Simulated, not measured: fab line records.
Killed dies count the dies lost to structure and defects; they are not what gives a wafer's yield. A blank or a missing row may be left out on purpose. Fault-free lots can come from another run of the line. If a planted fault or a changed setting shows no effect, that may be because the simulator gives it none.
Which tool was responsible? :: flow rit_cmos :: 15 lots, 45 wafers sampled, at 5 steps of a route of 202

## WHAT THE GAUGES SHOWED, per wafer
RIT_FOX1_THK_MEAS_01.
lot: L981
measured: day 1 17:23
on: film_metro-01
FOX1_OXIDE_THK (nm): 347 354 351

lot: L982
measured: day 1 22:19
on: film_metro-04
FOX1_OXIDE_THK (nm): 347 356 346

lot: L983
measured: day 2 02:54
on: film_metro-01
FOX1_OXIDE_THK (nm): 361 367 364

lot: L984
measured: day 2 07:59
on: film_metro-03
FOX1_OXIDE_THK (nm): 352 346 350

lot: L985
measured: day 2 13:56
on: film_metro-03
FOX1_OXIDE_THK (nm): 358 355 351

lot: L986
measured: day 2 20:27
on: film_metro-04
FOX1_OXIDE_THK (nm): 347 353 349

lot: L989
measured: day 3 10:10
on: film_metro-03
FOX1_OXIDE_THK (nm): 364 365 368

lot: L991
measured: day 3 20:23
on: film_metro-01
FOX1_OXIDE_THK (nm): 353 356 353

lot: L992
measured: day 4 02:52
on: film_metro-04
FOX1_OXIDE_THK (nm): 357 353 360

lot: L993
measured: day 4 07:36
on: film_metro-01
FOX1_OXIDE_THK (nm): 346 340 346

lot: L994
measured: day 4 09:54
on: film_metro-01
FOX1_OXIDE_THK (nm): 342 350 342

lot: L995
measured: day 4 17:01
on: film_metro-01
FOX1_OXIDE_THK (nm): 354 363 358

lot: L998
measured: day 5 07:23
on: film_metro-01
FOX1_OXIDE_THK (nm): 352 360 355

lot: L102
measured: day 6 03:46
on: film_metro-03
FOX1_OXIDE_THK (nm): 343 345 347

lot: L104
measured: day 6 14:15
on: film_metro-04
FOX1_OXIDE_THK (nm): 359 366 360

RIT_GATE_OVL_MEAS_17.
lot: L981
measured: day 2 12:02
on: overlay-02
GATE_OVL (nm): -5.1 -3.0 -2.9

lot: L982
measured: day 2 19:24
on: overlay-01
GATE_OVL (nm): -0.9 -2.6 0.6

lot: L983
measured: day 2 22:32
on: overlay-02
GATE_OVL (nm): -2.7 -1.0 -2.8

lot: L984
measured: day 3 03:37
on: overlay-02
GATE_OVL (nm): -2.0 -0.1 0.0

lot: L985
measured: day 3 09:54
on: overlay-01
GATE_OVL (nm): 1.0 0.2 1.5

lot: L986
measured: day 3 17:50
on: overlay-02
GATE_OVL (nm): 0.9 -0.5 -0.7

lot: L989
measured: day 4 09:11
on: overlay-02
GATE_OVL (nm): -1.4 -3.1 -1.8

lot: L991
measured: day 4 18:24
on: overlay-02
GATE_OVL (nm): -0.9 -0.3 -0.1

lot: L992
measured: day 5 01:38
on: overlay-02
GATE_OVL (nm): 5.9 4.2 5.8

lot: L993
measured: day 5 04:50
on: overlay-02
GATE_OVL (nm): -0.2 -0.7 -1.4

lot: L994
measured: day 5 05:59
on: overlay-02
GATE_OVL (nm): 0.6 -0.3 0.4

lot: L995
measured: day 5 16:11
on: overlay-01
GATE_OVL (nm): 5.1 5.2 4.3

lot: L998
measured: day 6 06:50
on: overlay-02
GATE_OVL (nm): 4.1 7.8 3.8

lot: L102
measured: day 7 00:48
on: overlay-01
GATE_OVL (nm): 0.0 -2.4 -2.3

lot: L104
measured: day 7 12:39
on: overlay-01
GATE_OVL (nm): -0.7 0.2 1.2

## WHAT TOOL EACH LOT RAN ON (gives the tool, then ch and the chambers of the sampled wafers, and finally the start)
lot: L981
RIT_PWELL_STRIP_09: plasma_asher-04 ch 0,1, day 1 22:43
RIT_PRETRO_STRIP_09: plasma_asher-02 ch 0,1, day 2 07:17
RIT_GATE_EXPOSE_13: iline_stepper-02 ch 0, day 2 11:33

lot: L982
RIT_PWELL_STRIP_09: plasma_asher-01 ch 0,1, day 2 04:40
RIT_PRETRO_STRIP_09: plasma_asher-03 ch 0,1, day 2 13:13
RIT_GATE_EXPOSE_13: iline_stepper-02 ch 0, day 2 18:54

lot: L983
RIT_PWELL_STRIP_09: plasma_asher-01 ch 1, day 2 09:05
RIT_PRETRO_STRIP_09: plasma_asher-03 ch 0,1, day 2 17:46
RIT_GATE_EXPOSE_13: iline_stepper-02 ch 0, day 2 22:01

lot: L984
RIT_PWELL_STRIP_09: plasma_asher-02 ch 0,1, day 2 13:34
RIT_PRETRO_STRIP_09: plasma_asher-03 ch 0,1, day 2 22:43
RIT_GATE_EXPOSE_13: iline_stepper-01 ch 0, day 3 03:05

lot: L985
RIT_PWELL_STRIP_09: plasma_asher-02 ch 0,1, day 2 20:18
RIT_PRETRO_STRIP_09: plasma_asher-02 ch 0,1, day 3 04:51
RIT_GATE_EXPOSE_13: iline_stepper-02 ch 0, day 3 09:22

lot: L986
RIT_PWELL_STRIP_09: plasma_asher-02 ch 0,1, day 3 01:44
RIT_PRETRO_STRIP_09: plasma_asher-04 ch 0,1, day 3 10:17
RIT_GATE_EXPOSE_13: iline_stepper-02 ch 0, day 3 17:13

lot: L989
RIT_PWELL_STRIP_09: plasma_asher-04 ch 0,1, day 3 17:55
RIT_PRETRO_STRIP_09: plasma_asher-04 ch 0,1, day 4 02:28
RIT_GATE_EXPOSE_13: iline_stepper-02 ch 0, day 4 08:40

lot: L991
RIT_PWELL_STRIP_09: plasma_asher-02 ch 0,1, day 4 02:41
RIT_PRETRO_STRIP_09: plasma_asher-04 ch 0,1, day 4 11:22
RIT_GATE_EXPOSE_13: iline_stepper-02 ch 0, day 4 17:54

lot: L992
RIT_PWELL_STRIP_09: plasma_asher-02 ch 0,1, day 4 08:30
RIT_PRETRO_STRIP_09: plasma_asher-02 ch 0,1, day 4 17:07
RIT_GATE_EXPOSE_13: iline_stepper-02 ch 0, day 5 01:01

lot: L993
RIT_PWELL_STRIP_09: plasma_asher-01 ch 0,1, day 4 13:04
RIT_PRETRO_STRIP_09: plasma_asher-02 ch 0,1, day 4 23:12
RIT_GATE_EXPOSE_13: iline_stepper-01 ch 0, day 5 04:20

lot: L994
RIT_PWELL_STRIP_09: plasma_asher-02 ch 0, day 4 15:12
RIT_PRETRO_STRIP_09: plasma_asher-04 ch 0,1, day 4 23:54
RIT_GATE_EXPOSE_13: iline_stepper-01 ch 0, day 5 05:29

lot: L995
RIT_PWELL_STRIP_09: plasma_asher-01 ch 0,1, day 4 23:47
RIT_PRETRO_STRIP_09: plasma_asher-03 ch 0,1, day 5 08:28
RIT_GATE_EXPOSE_13: iline_stepper-02 ch 0, day 5 15:40

lot: L998
RIT_PWELL_STRIP_09: plasma_asher-01 ch 0,1, day 5 15:14
RIT_PRETRO_STRIP_09: plasma_asher-03 ch 0,1, day 5 23:55
RIT_GATE_EXPOSE_13: iline_stepper-02 ch 0, day 6 06:20

lot: L102
RIT_PWELL_STRIP_09: plasma_asher-02 ch 0,1, day 6 10:16
RIT_PRETRO_STRIP_09: plasma_asher-03 ch 1, day 6 19:00
RIT_GATE_EXPOSE_13: iline_stepper-01 ch 0, day 7 00:16

lot: L104
RIT_PWELL_STRIP_09: plasma_asher-01 ch 0,1, day 6 21:08
RIT_PRETRO_STRIP_09: plasma_asher-03 ch 0,1, day 7 05:50
RIT_GATE_EXPOSE_13: iline_stepper-01 ch 0, day 7 12:08
- RIT_PWELL_STRIP_09: strips in O2, time 180 s.
- RIT_PRETRO_STRIP_09: strips in O2, time 180 s.
- RIT_GATE_EXPOSE_13: exposes mask M6, target cd 150 nm.

## WHAT THE TOOLS THEMSELVES READ (means of the sampled wafers that have a number; where no wafer has one, the mark that the record gives instead)
RIT_PWELL_STRIP_09.
lot: L981
tool: plasma_asher-04
drypump_motor_current_A (A): 5.3
o2_flow_sccm (sccm): 4003

lot: L982
tool: plasma_asher-01
drypump_motor_current_A (A): 6.1
o2_flow_sccm (sccm): 3998

lot: L983
tool: plasma_asher-01
drypump_motor_current_A (A): 6.3
o2_flow_sccm (sccm): 3997

lot: L984
tool: plasma_asher-02
drypump_motor_current_A (A): 6.3
o2_flow_sccm (sccm): 3996

lot: L985
tool: plasma_asher-02
drypump_motor_current_A (A): 6.3
o2_flow_sccm (sccm): 4009

lot: L986
tool: plasma_asher-02
drypump_motor_current_A (A): 6.0
o2_flow_sccm (sccm): 3998

lot: L989
tool: plasma_asher-04
drypump_motor_current_A (A): 5.3
o2_flow_sccm (sccm): 3999

lot: L991
tool: plasma_asher-02
drypump_motor_current_A (A): 6.0
o2_flow_sccm (sccm): 3994

lot: L992
tool: plasma_asher-02
drypump_motor_current_A (A): 6.3
o2_flow_sccm (sccm): 4012

lot: L993
tool: plasma_asher-01
drypump_motor_current_A (A): 6.1
o2_flow_sccm (sccm): 4009

lot: L994
tool: plasma_asher-02
drypump_motor_current_A (A): 6.6
o2_flow_sccm (sccm): 4015

lot: L995
tool: plasma_asher-01
drypump_motor_current_A (A): 5.9
o2_flow_sccm (sccm): 4008

lot: L998
tool: plasma_asher-01
drypump_motor_current_A (A): 5.9
o2_flow_sccm (sccm): 3989

lot: L102
tool: plasma_asher-02
drypump_motor_current_A (A): 6.0
o2_flow_sccm (sccm): 4010

lot: L104
tool: plasma_asher-01
drypump_motor_current_A (A): 6.0
o2_flow_sccm (sccm): 3987

RIT_PRETRO_STRIP_09.
lot: L981
tool: plasma_asher-02
drypump_motor_current_A (A): 6.0
o2_flow_sccm (sccm): 3990

lot: L982
tool: plasma_asher-03
drypump_motor_current_A (A): 6.0
o2_flow_sccm (sccm): 4009

lot: L983
tool: plasma_asher-03
drypump_motor_current_A (A): 6.0
o2_flow_sccm (sccm): 3988

lot: L984
tool: plasma_asher-03
drypump_motor_current_A (A): 5.7
o2_flow_sccm (sccm): 4001

lot: L985
tool: plasma_asher-02
drypump_motor_current_A (A): 6.0
o2_flow_sccm (sccm): 3994

lot: L986
tool: plasma_asher-04
drypump_motor_current_A (A): 5.3
o2_flow_sccm (sccm): 4002

lot: L989
tool: plasma_asher-04
drypump_motor_current_A (A): 5.2
o2_flow_sccm (sccm): 4008

lot: L991
tool: plasma_asher-04
drypump_motor_current_A (A): 5.1
o2_flow_sccm (sccm): 4003

lot: L992
tool: plasma_asher-02
drypump_motor_current_A (A): 6.3
o2_flow_sccm (sccm): 4009

lot: L993
tool: plasma_asher-02
drypump_motor_current_A (A): 6.0
o2_flow_sccm (sccm): 3990

lot: L994
tool: plasma_asher-04
drypump_motor_current_A (A): 5.2
o2_flow_sccm (sccm): 4007

lot: L995
tool: plasma_asher-03
drypump_motor_current_A (A): 6.0
o2_flow_sccm (sccm): 3997

lot: L998
tool: plasma_asher-03
drypump_motor_current_A (A): 5.6
o2_flow_sccm (sccm): 3998

lot: L102
tool: plasma_asher-03
drypump_motor_current_A (A): 5.3
o2_flow_sccm (sccm): 4004

lot: L104
tool: plasma_asher-03
drypump_motor_current_A (A): 5.6
o2_flow_sccm (sccm): 3989

RIT_GATE_EXPOSE_13.
lot: L981
tool: iline_stepper-02
focus_offset_nm (nm): 0.2

lot: L982
tool: iline_stepper-02
focus_offset_nm (nm): -0.0

lot: L983
tool: iline_stepper-02
focus_offset_nm (nm): 0.1

lot: L984
tool: iline_stepper-01
focus_offset_nm (nm): 0.3

lot: L985
tool: iline_stepper-02
focus_offset_nm (nm): 0.3

lot: L986
tool: iline_stepper-02
focus_offset_nm (nm): 0.4

lot: L989
tool: iline_stepper-02
focus_offset_nm (nm): -0.2

lot: L991
tool: iline_stepper-02
focus_offset_nm (nm): -0.4

lot: L992
tool: iline_stepper-02
focus_offset_nm (nm): 0.5

lot: L993
tool: iline_stepper-01
focus_offset_nm (nm): 0.5

lot: L994
tool: iline_stepper-01
focus_offset_nm (nm): 0.3

lot: L995
tool: iline_stepper-02
focus_offset_nm (nm): 0.1

lot: L998
tool: iline_stepper-02
focus_offset_nm (nm): 0.1

lot: L102
tool: iline_stepper-01
focus_offset_nm (nm): -0.0

lot: L104
tool: iline_stepper-01
focus_offset_nm (nm): -0.2

## THE ANSWER, worked out from the rows above alone
Rule: the usual values come from the lots themselves. The widest of any qualifying gaps counts: lots, ordered by their means at a reading, are off when they make up no more than a third of the lots, leave a main group of 4 or more, and stand apart from it by 3 or more times the standard deviation of that group's means. If all means in a main group match to the digits the tables above print for the reading, that group is not used. A lot without any number at a reading at which 4 lots or more have one is off too. The other lots that the step has rows for count as sound. Order of review: gauges by route order, followed by the tools' own readings, for which a lot's mean as printed above is used. At the first step where some lot is off, the reading lying furthest off is the one used; lots without a number count as furthest.
Off: at RIT_GATE_OVL_MEAS_17 (GATE_OVL), L992, L995, L998. Mean -0.9 nm and standard deviation 1.2 in the main group.
If a tool, at a process step before that reading, ran all the lots that are off and no sound lot after the first of them, it fits. Gauges at RIT_GATE_OVL_MEAS_17: tried the same way as those tools. One fits: iline_stepper-02 at RIT_GATE_EXPOSE_13. A fault onset in the window from L991 (day 4 17:54, its last sound lot) to L992 (day 5 01:01, its first lot off) fits.

## WHAT THE SIMULATOR HAD INSERTED
Scanner matching overlay: iline_stepper-02, from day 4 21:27 on, at RIT_GATE_EXPOSE_13. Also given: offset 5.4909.
Shown lots that were struck: L992, L995, L998. The rule above found the same.
